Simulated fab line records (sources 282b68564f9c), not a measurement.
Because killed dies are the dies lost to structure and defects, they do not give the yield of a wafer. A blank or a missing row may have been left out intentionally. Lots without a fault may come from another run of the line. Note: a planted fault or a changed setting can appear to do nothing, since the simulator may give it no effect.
fab line records	flow rit-cmos
[record] lots = 15	wafers = 45	last-day = 6
route steps=202 shown ACTIVE@15 FOX2@80 GATE@95 NSD@140
lots with no fault: from the same line, run without faults
start-h: start of the lot's first displayed wafer, in hours after the record's first day	wait-h: hours from the lot's prior step to this one	" the same as in the row above	L1.1+2: several wafers, shown together as one row	- no value present, or no start provided	* or withheld: withheld	< > ~ a bound
route shown NAME@n: names a module that has steps shown in the file, with the first one's number in the route	usual: average and standard deviation across the fault-free wafers	same: alike in all rows	chamber/n: place in a boat	sites: the reading at each site	_std_site: the standard deviation of these	_edge_site: inner sites' mean taken away from outer sites' mean	radius-mm: how far each site lies from the wafer's centre	mask NAME#n: copy n	behind: the tool/chamber that last shaped the wafer	hold: reason for holding the lot/hours on hold/outcome of the hold	device: the transistor (n, p or np) that didn't switch	end of line: tests of these same wafers at the route's end	for a step that has no rows: nothing shown but its recipe	killed: not the wafer's yield, but the dies lost to structure and defects at the first sort	map: a wafer's dies, marking killed ones x, the rest . and places with no die _
set.NAME: the setting as run; set.NAME@STEP: as run at that earlier step	model.NAME: the simulator's own value behind a step, which no gauge read
route steps across a sampled set of lots; one table per step, one row per wafer
services: from which hour (start-h, from the record's first day; less than 0 if before it) a tool's chamber was out of use, for how many hours, and why
[[steps]]
[step RIT_ACTIVE_STRIP_14]
[recipe] chemistry = O2	time-s = 180	resist = NOVOLAK	platen-temp-c = withheld	power-w = 500	pressure-mtorr = 4000	o2-flow-sccm = 4000
[usual] drypump-motor-current-A = 5.9/0.4	o2-flow-sccm = 4000/12
lot.wafer	tool	chamber	start-h	wait-h	drypump-motor-current-A	o2-flow-sccm	rf-hours-counter-h
L786.2	plasma-asher-03	1	15.24	0.1	6.0	4003	37
L786.4	"	0	"	"	6.1	4004	-
L786.5	"	0	"	"	6.1	4017	-
L788.1	plasma-asher-03	1	24.84	0.1	6.0	3975	38
L788.2	"	0	"	"	6.1	4008	38
L788.4	"	0	"	"	6.1	4018	-
L790.1	plasma-asher-03	0	35.27	0.1	6.2	4010	39
L790.3	"	0	"	"	6.1	4008	-
L790.6	"	1	"	"	6.0	3999	-
L791.3	plasma-asher-03	0	39.90	0.1	6.1	4002	-
L791.4	"	1	"	"	6.0	3988	-
L791.6	"	1	"	"	6.0	3991	-
L794.1	plasma-asher-02	0	54.98	0.1	5.4	4005	42
L794.2	"	1	"	"	6.1	4018	42
L794.4	"	1	"	"	6.1	3992	-
L795.1	plasma-asher-02	0	59.97	0.1	5.4	3991	42
L795.3	"	1	"	"	6.2	3998	-
L795.6	"	1	"	"	6.2	3989	-
L796.1	plasma-asher-04	1	65.81	0.1	5.2	3996	26
L796.3	"	1	"	"	5.2	3993	-
L796.4	"	0	"	"	6.3	3982	-
L798.1	plasma-asher-04	1	75.25	0.1	5.2	3997	27
L798.5	"	0	"	"	6.3	4008	-
L798.6	"	1	"	"	5.2	4016	-
L799.3	plasma-asher-04	0	79.90	0.1	6.3	4001	-
L799.4	"	1	"	"	5.2	3989	-
L799.5	"	0	"	"	6.3	3994	-
L800.3	plasma-asher-02	1	85.01	0.1	6.1	3996	-
L800.4	"	0	"	"	5.4	4010	-
L800.6	"	1	"	"	6.1	4020	-
L802.1	plasma-asher-02	1	94.97	0.1	6.1	4019	46
L802.2	"	0	"	"	5.4	3995	46
L802.5	"	0	"	"	5.4	3992	-
L803.2	plasma-asher-02	1	100.00	0.1	6.1	4006	47
L803.5	"	0	"	"	5.4	3999	-
L803.6	"	1	"	"	6.2	4005	-
L804.2	plasma-asher-03	1	104.97	0.1	6.0	4014	46
L804.4	"	0	"	"	6.2	3980	-
L804.6	"	1	"	"	6.0	4010	-
L805.1	plasma-asher-03	0	110.49	0.1	6.2	3974	47
L805.3	"	0	"	"	6.2	3985	-
L805.6	"	0	"	"	6.2	3994	-
L806.1	plasma-asher-04	1	114.97	0.1	5.2	3981	31
L806.3	"	0	"	"	6.3	4002	-
L806.6	"	1	"	"	5.2	4007	-
[step RIT_FOX2_THK_MEAS_91]
[recipe] reads = SiO2_of_FOX2_OXIDATION_00
[usual] FIELD_OXIDE_LEFT_2_THK = 257/6.7
lot.wafer	tool	chamber	start-h	wait-h	FIELD_OXIDE_LEFT_2_THK[nm]
L786.2	film-metro-03	-	32.06	0.0	248
L786.4	"	-	"	"	242
L786.5	"	-	"	"	242
L788.1	film-metro-01	-	41.53	0.0	264
L788.2	"	-	"	"	259
L788.4	"	-	"	"	268
L790.1	film-metro-03	-	53.21	0.0	261
L790.3	"	-	"	"	258
L790.6	"	-	"	"	253
L791.3	film-metro-01	-	57.11	0.0	270
L791.4	"	-	"	"	263
L791.6	"	-	"	"	264
L794.1	film-metro-03	-	73.26	0.0	257
L794.2	"	-	"	"	258
L794.4	"	-	"	"	260
L795.1	film-metro-01	-	76.87	0.0	258
L795.3	"	-	"	"	262
L795.6	"	-	"	"	259
L796.1	film-metro-01	-	83.14	0.0	257
L796.3	"	-	"	"	255
L796.4	"	-	"	"	251
L798.1	film-metro-03	-	92.57	0.0	245
L798.5	"	-	"	"	244
L798.6	"	-	"	"	246
L799.3	film-metro-03	-	96.84	0.0	275
L799.4	"	-	"	"	270
L799.5	"	-	"	"	268
L800.3	film-metro-01	-	101.72	0.0	253
L800.4	"	-	"	"	255
L800.6	"	-	"	"	252
L802.1	film-metro-04	-	112.58	0.0	259
L802.2	"	-	"	"	253
L802.5	"	-	"	"	258
L803.2	film-metro-01	-	117.38	0.0	253
L803.5	"	-	"	"	256
L803.6	"	-	"	"	252
L804.2	film-metro-01	-	122.66	0.0	261
L804.4	"	-	"	"	260
L804.6	"	-	"	"	260
L805.1	film-metro-01	-	128.81	0.0	258
L805.3	"	-	"	"	262
L805.6	"	-	"	"	254
L806.1	film-metro-01	-	136.96	0.0	255
L806.3	"	-	"	"	249
L806.6	"	-	"	"	254
[step RIT_GATE_ETCH_19]
[recipe] chemistry = SF6/CHF3/O2	time-s = 165	SF6_flow_sccm = 30	CHF3_flow_sccm = 30	O2_flow_sccm = 5	target = poly-Si	pressure-mtorr = 40	rf-w = 160	target-depth-a = 3125	over-etch-frac = 0.25	stop-on = SiO2
[usual] CHF3_flow_sccm = 29.99/0.08	O2_flow_sccm = 4.996/0.015	SF6_flow_sccm = 30.00/0.093	drypump-motor-current-A = 5.5/0.41	oes-product-au = 0.844/0.01	over-etch-frac = 0.25/0	rf-fwd-power-W = 159.6/0.48	throttle-valve-pct = 10.23/0.15
lot.wafer	tool	chamber	start-h	wait-h	CHF3_flow_sccm	O2_flow_sccm	SF6_flow_sccm	drypump-motor-current-A	oes-product-au	over-etch-frac	rf-fwd-power-W	rf-hours-counter-h	throttle-valve-pct
L786.2	rie-si-01	3	36.33	0.1	30.10	5.005	30.12	5.7	0.841	0.25	159.5	160	10.18
L786.4	"	2	"	"	29.98	4.981	29.86	5.7	0.841	0.25	159.7	65	10.46
L786.5	"	2	"	"	29.98	4.998	29.95	5.7	0.860	0.25	159.5	-	10.47
L788.1	rie-si-01	1	47.74	0.1	30.02	4.970	30.07	5.5	0.851	0.25	159.5	0	10.07
L788.2	"	0	"	"	30.00	4.992	29.98	5.4	0.852	0.25	159.6	44	10.29
L788.4	"	3	"	"	29.93	5.019	30.01	5.7	0.859	0.25	159.6	160	10.18
L790.1	rie-si-01	0	58.72	0.1	29.93	5.007	29.99	5.4	0.856	0.25	158.9	44	10.29
L790.3	"	3	"	"	29.93	5.006	30.08	5.6	0.853	0.25	159.7	160	10.18
L790.6	"	3	"	"	29.88	5.013	30.11	5.6	0.855	0.25	159.6	-	10.17
L791.3	rie-si-02	3	62.17	0.1	30.15	5.009	30.17	5.0	0.820	0.25	159.0	101	10.35
L791.4	"	0	"	"	30.02	4.992	30.04	6.3	0.840	0.25	160.4	106	10.33
L791.6	"	1	"	"	29.85	4.986	29.97	5.9	0.853	0.25	159.3	-	9.97
L794.1	rie-si-01	0	77.54	0.1	29.90	5.001	30.13	5.4	0.862	0.25	160.7	44	10.29
L794.2	"	2	"	"	29.94	4.976	29.87	5.7	0.857	0.25	159.5	66	10.48
L794.4	"	2	"	"	30.02	4.995	30.06	5.7	0.849	0.25	158.8	-	10.47
L795.1	rie-si-02	2	81.40	0.1	30.02	5.010	30.15	4.9	0.825	0.25	159.4	9	10.19
L795.3	"	1	"	"	30.01	5.008	30.13	5.9	0.843	0.25	160.6	52	9.98
L795.6	"	3	"	"	30.04	4.990	29.89	5.1	0.821	0.25	159.4	-	10.32
L796.1	rie-si-01	2	87.66	0.1	29.97	4.987	30.03	5.8	0.842	0.25	159.3	66	10.48
L796.3	"	1	"	"	29.96	4.998	30.14	5.5	0.845	0.25	159.1	1	10.06
L796.4	"	3	"	"	29.90	4.990	29.99	5.6	0.832	0.25	159.9	0	10.18
L798.1	rie-si-01	3	96.98	0.1	30.06	4.987	29.73	5.7	0.848	0.25	159.7	0	10.19
L798.5	"	0	"	"	29.96	5.011	30.02	5.4	0.843	0.25	160.2	-	10.28
L798.6	"	1	"	"	30.09	5.000	30.03	5.5	0.843	0.25	160.4	-	10.07
L799.3	rie-si-02	1	101.82	0.1	29.92	4.985	30.01	5.9	0.850	0.25	159.9	52	9.98
L799.4	"	3	"	"	30.06	5.019	30.15	5.1	0.830	0.25	159.4	102	10.33
L799.5	"	2	"	"	30.06	4.978	29.92	4.9	0.838	0.25	159.3	-	10.21
L800.3	rie-si-01	2	108.68	0.1	29.93	4.987	30.20	5.7	0.847	0.25	159.8	66	10.48
L800.4	"	3	"	"	30.09	5.000	30.19	5.7	0.845	0.25	159.4	0	10.19
L800.6	"	2	"	"	29.93	5.001	30.19	5.7	0.864	0.25	159.7	-	10.47
L802.1	rie-si-01	3	118.25	0.1	30.02	5.004	29.75	5.6	0.845	0.25	159.3	0	10.19
L802.2	"	1	"	"	30.12	5.001	30.01	5.5	0.855	0.25	159.3	1	10.08
L802.5	"	0	"	"	29.94	5.005	29.98	5.4	0.862	0.25	158.2	-	10.29
L803.2	rie-si-02	2	123.47	0.1	30.02	4.990	30.09	4.9	0.830	0.25	159.6	10	10.19
L803.5	"	2	"	"	30.07	4.991	29.91	4.9	0.832	0.25	159.1	-	10.20
L803.6	"	1	"	"	30.00	4.985	29.88	5.9	0.849	0.25	158.9	-	9.98
L804.2	rie-si-01	3	129.22	0.1	-	-	-	-	-	-	-	-	-
L804.4	"	0	"	"	-	-	-	-	-	-	-	-	-
L804.6	"	0	"	"	-	-	-	-	-	-	-	-	-
L805.1	rie-si-02	3	133.09	0.1	-	-	-	-	-	-	-	-	-
L805.3	"	0	"	"	-	-	-	-	-	-	-	-	-
L805.6	"	2	"	"	-	-	-	-	-	-	-	-	-
L806.1	rie-si-01	2	143.72	0.1	-	-	-	-	-	-	-	-	-
L806.3	"	3	"	"	-	-	-	-	-	-	-	-	-
L806.6	"	1	"	"	-	-	-	-	-	-	-	-	-
[step RIT_GATE_CD_MEAS_90]
[recipe] target-cd-nm = 150
[usual] cd-nm = 152.3/2.1
lot.wafer	tool	chamber	start-h	wait-h	cd-nm
L786.2	cd-sem-02	-	36.63	0.1	151.6
L786.4	"	-	"	"	151.2
L786.5	"	-	"	"	151.3
L788.1	cd-sem-02	-	48.02	0.1	153.3
L788.2	"	-	"	"	151.5
L788.4	"	-	"	"	152.3
L790.1	cd-sem-01	-	59.00	0.1	151.9
L790.3	"	-	"	"	148.8
L790.6	"	-	"	"	150.5
L791.3	cd-sem-01	-	62.49	0.1	150.9
L791.4	"	-	"	"	149.9
L791.6	"	-	"	"	148.3
L794.1	cd-sem-02	-	77.82	0.1	151.7
L794.2	"	-	"	"	151.8
L794.4	"	-	"	"	151.2
L795.1	cd-sem-02	-	81.68	0.1	155.1
L795.3	"	-	"	"	153.4
L795.6	"	-	"	"	157.2
L796.1	cd-sem-02	-	87.95	0.1	155.8
L796.3	"	-	"	"	155.2
L796.4	"	-	"	"	155.5
L798.1	cd-sem-02	-	97.26	0.1	150.9
L798.5	"	-	"	"	152.1
L798.6	"	-	"	"	151.1
L799.3	cd-sem-02	-	102.14	0.1	154.3
L799.4	"	-	"	"	154.8
L799.5	"	-	"	"	152.5
L800.3	cd-sem-01	-	109.00	0.1	150.4
L800.4	"	-	"	"	151.7
L800.6	"	-	"	"	150.0
L802.1	cd-sem-02	-	118.53	0.1	154.2
L802.2	"	-	"	"	150.4
L802.5	"	-	"	"	149.2
L803.2	cd-sem-01	-	123.77	0.1	150.3
L803.5	"	-	"	"	150.3
L803.6	"	-	"	"	150.3
L804.2	cd-sem-02	-	129.52	0.1	-
L804.4	"	-	"	"	-
L804.6	"	-	"	"	-
L805.1	cd-sem-01	-	133.37	0.1	-
L805.3	"	-	"	"	-
L805.6	"	-	"	"	-
L806.1	cd-sem-02	-	144.01	0.1	-
L806.3	"	-	"	"	-
L806.6	"	-	"	"	-
[step RIT_NSD_STRIP_09]
[recipe] chemistry = O2	time-s = 180	resist = NOVOLAK	platen-temp-c = withheld	power-w = 500	pressure-mtorr = 4000	o2-flow-sccm = 4000
[usual] drypump-motor-current-A = 5.9/0.44	o2-flow-sccm = 4001/12
lot.wafer	tool	chamber	start-h	wait-h	drypump-motor-current-A	o2-flow-sccm	rf-hours-counter-h
L786.2	plasma-asher-04	0	47.29	0.1	6.4	4011	24
L786.4	"	0	"	"	6.3	4004	-
L786.5	"	0	"	"	6.4	3987	-
L788.1	plasma-asher-03	1	58.51	0.1	6.0	4014	41
L788.2	"	0	"	"	6.2	4008	41
L788.4	"	1	"	"	6.0	4005	-
L790.1	plasma-asher-03	0	69.99	0.1	6.2	3987	43
L790.3	"	1	"	"	6.0	4004	-
L790.6	"	1	"	"	6.0	4002	-
L791.3	plasma-asher-04	0	72.80	0.1	6.3	3988	-
L791.4	"	1	"	"	5.2	3997	-
L791.6	"	0	"	"	6.3	3996	-
L794.1	plasma-asher-03	1	87.81	0.1	6.0	3995	45
L794.2	"	0	"	"	6.2	4004	45
L794.4	"	1	"	"	6.0	4033	-
L795.1	plasma-asher-04	1	91.82	0.1	5.2	4020	29
L795.3	"	1	"	"	5.2	3994	-
L795.6	"	0	"	"	6.3	4026	-
L796.1	plasma-asher-04	1	98.05	0.1	5.2	3990	29
L796.3	"	0	"	"	6.3	4007	-
L796.4	"	1	"	"	5.2	4017	-
L798.1	plasma-asher-02	0	107.40	0.1	5.5	4003	47
L798.5	"	0	"	"	5.4	4009	-
L798.6	"	1	"	"	6.1	4020	-
L799.3	plasma-asher-04	0	112.41	0.1	6.3	3997	-
L799.4	"	1	"	"	5.2	3994	-
L799.5	"	1	"	"	5.2	4014	-
L800.3	plasma-asher-04	1	119.24	0.1	5.2	3999	-
L800.4	"	0	"	"	6.3	4001	-
L800.6	"	1	"	"	5.2	3995	-
L802.1	plasma-asher-02	1	129.38	0.1	6.1	4008	1
L802.2	"	0	"	"	5.4	3997	1
L802.5	"	1	"	"	6.2	3995	-
L803.2	plasma-asher-02	0	134.84	0.1	5.4	4017	2
L803.5	"	0	"	"	5.4	3994	-
L803.6	"	1	"	"	6.2	4000	-
[[services]]
tool	chamber	start-h	hours	kind
rie-si-01	1	1.60	-	clean
rie-si-01	1	1.60	15.5	scheduled-down
rie-si-01	1	1.60	15.5	vent-cycle
plasma-asher-03	-	10.82	4.0	repair
rie-si-01	2	20.32	13.3	repair
rie-si-02	-	63.42	0.7	repair
rie-si-01	3	64.73	-	clean
rie-si-01	3	64.73	20.7	scheduled-down
rie-si-01	3	64.73	20.7	vent-cycle
rie-si-01	0	90.34	3.0	repair
plasma-asher-02	-	108.75	9.0	pm
plasma-asher-02	0	108.75	9.0	vent-cycle
plasma-asher-02	1	108.75	9.0	vent-cycle
plasma-asher-02	0	117.75	-	clean
plasma-asher-02	1	117.75	-	clean
[[key]]
[first-sign] step = RIT_GATE_ETCH_19	reading = tool-record	direction = missing
[effect] step = RIT_GATE_CD_MEAS_90	reading = cd-nm	direction = missing
met-at RIT_GATE_ETCH_19
struck-lots L804,L805,L806
later-rows-left-out L804.2,L804.4,L804.6,L805.1,L805.3,L805.6,L806.1,L806.3,L806.6
sort-left-out L804.2,L804.4,L804.6,L805.1,L805.3,L805.6,L806.1,L806.3,L806.6
tester-left-out L804,L805,L806
not-acting-at RIT_ACTIVE_STRIP_14,RIT_FOX2_THK_MEAS_91,RIT_NSD_STRIP_09
onset-between 123.47 129.22
[fault] kind = skipped-step-whole	tool = rie-si-01,rie-si-02	chamber = -	onset-h = 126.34	steps = RIT_GATE_ETCH_19	scope = struck-lots-only
// tester-left-out: of these lots the tester's yield and bins aren't shown, on N5 and GAA mostly nor the transistor test; their killed dies are dies lost to structure and defects alone, not to doping, threshold or leakage, so they don't give the yield
// sort-left-out: the simulated sort isn't trusted on such a fault, so these wafers' sort isn't shown, and their yield isn't known
// later-rows-left-out: the simulator's readings of these wafers behind a module that went badly wrong aren't trusted and aren't shown, but for the sort
